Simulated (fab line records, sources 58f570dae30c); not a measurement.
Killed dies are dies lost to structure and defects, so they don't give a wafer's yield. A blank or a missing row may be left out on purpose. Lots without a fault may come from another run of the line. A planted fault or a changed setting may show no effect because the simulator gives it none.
Which tool did it? | flow berkeley_cmos170 | 16 lots, 48 wafers sampled, at 2 steps of a route of 331

WHAT THE GAUGES READ, wafer by wafer
UCB170_NSD_OVL_MEAS_07.
lot  | measured     | on         | NSD_OVL (nm)
L327 | day 7 22:21  | overlay-01 | 3 -3 -1
L330 | day 8 09:51  | overlay-02 | -5 -8 -10
L329 | day 8 10:22  | overlay-01 | 9 0 6
L334 | day 9 11:38  | overlay-02 | -2 -3 9
L333 | day 9 11:55  | overlay-02 | 2 3 0
L335 | day 9 12:11  | overlay-01 | 1 4 0
L336 | day 9 12:22  | overlay-02 | -9 -7 -5
L337 | day 9 12:36  | overlay-01 | -1 3 2
L340 | day 10 18:28 | overlay-01 | 1 7 6
L343 | day 11 00:42 | overlay-01 | 5 8 0
L341 | day 11 00:55 | overlay-02 | -164 -161 -163
L342 | day 11 00:57 | overlay-01 | -169 -166 -166
L345 | day 11 10:25 | overlay-02 | -2 1 -7
L344 | day 11 10:44 | overlay-01 | -154 -153 -151
L346 | day 12 09:59 | overlay-02 | -168 -162 -166
L349 | day 12 14:52 | overlay-01 | -1 1 -3

WHICH TOOL RAN EACH LOT (tool, then ch and the chambers of the sampled wafers, then the start)
lot  | UCB170_NSD_EXPOSE_03
L327 | krf_scanner-02 ch 0, day 7 21:40
L330 | krf_scanner-01 ch 0, day 8 09:17
L329 | krf_scanner-01 ch 0, day 8 09:44
L334 | krf_scanner-01 ch 0, day 9 11:03
L333 | krf_scanner-01 ch 0, day 9 11:16
L335 | krf_scanner-02 ch 0, day 9 11:37
L336 | krf_scanner-01 ch 0, day 9 11:51
L337 | krf_scanner-02 ch 0, day 9 12:05
L340 | krf_scanner-01 ch 0, day 10 17:57
L343 | krf_scanner-02 ch 0, day 11 00:00
L341 | krf_scanner-02 ch 0, day 11 00:14
L342 | krf_scanner-02 ch 0, day 11 00:22
L345 | krf_scanner-01 ch 0, day 11 09:53
L344 | krf_scanner-02 ch 0, day 11 10:14
L346 | krf_scanner-02 ch 0, day 12 09:25
L349 | krf_scanner-01 ch 0, day 12 14:22
- UCB170_NSD_EXPOSE_03: exposes mask NSELECT MOD, target cd 1200 nm.

WHAT THE TOOLS THEMSELVES READ (means of the sampled wafers that have a number; where no wafer has one, the mark that the record gives instead)
The record holds no such reading with a usual standard deviation.

THE ANSWER, worked out from the rows above alone
Rule: what is usual is taken from the lots themselves. Put in order of their means at a reading, lots are off if they are a third of the lots or fewer, leave a main group of 4 or more, and stand apart from it by a gap of 3 or more times the standard deviation of the main group's means; of several such gaps the widest counts. A main group whose means are all the same, to the digits that the tables above print for the reading, isn't used. A lot without any number at a reading at which 4 lots or more have one is off too. The other lots that the step has rows for count as sound. The gauges are gone through in route order, then the tools' own readings, and for those a lot's mean is taken as printed above. The first step at which some lot is off is used, and at that step the reading that is off furthest; a lot without a number counts as furthest.
Off: L341, L342, L344, L346, at UCB170_NSD_OVL_MEAS_07 (NSD_OVL). The main group: mean 0 nm, standard deviation 4.
A tool fits if, at a process step before that reading, it ran every lot that is off, and no sound lot after the first of them. The gauges at UCB170_NSD_OVL_MEAS_07 are tried like those tools. One fits: krf_scanner-02 at UCB170_NSD_EXPOSE_03. Its last sound lot is L343 (day 11 00:00), its first lot that is off L341 (day 11 00:14): a fault that began between those two fits.

WHAT THE SIMULATOR HAD PUT IN
Scanner matching overlay: krf_scanner-02, from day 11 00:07 on, at UCB170_NSD_EXPOSE_03. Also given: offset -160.
Lots struck among those shown: L341, L342, L344, L346. The rule above found the same.
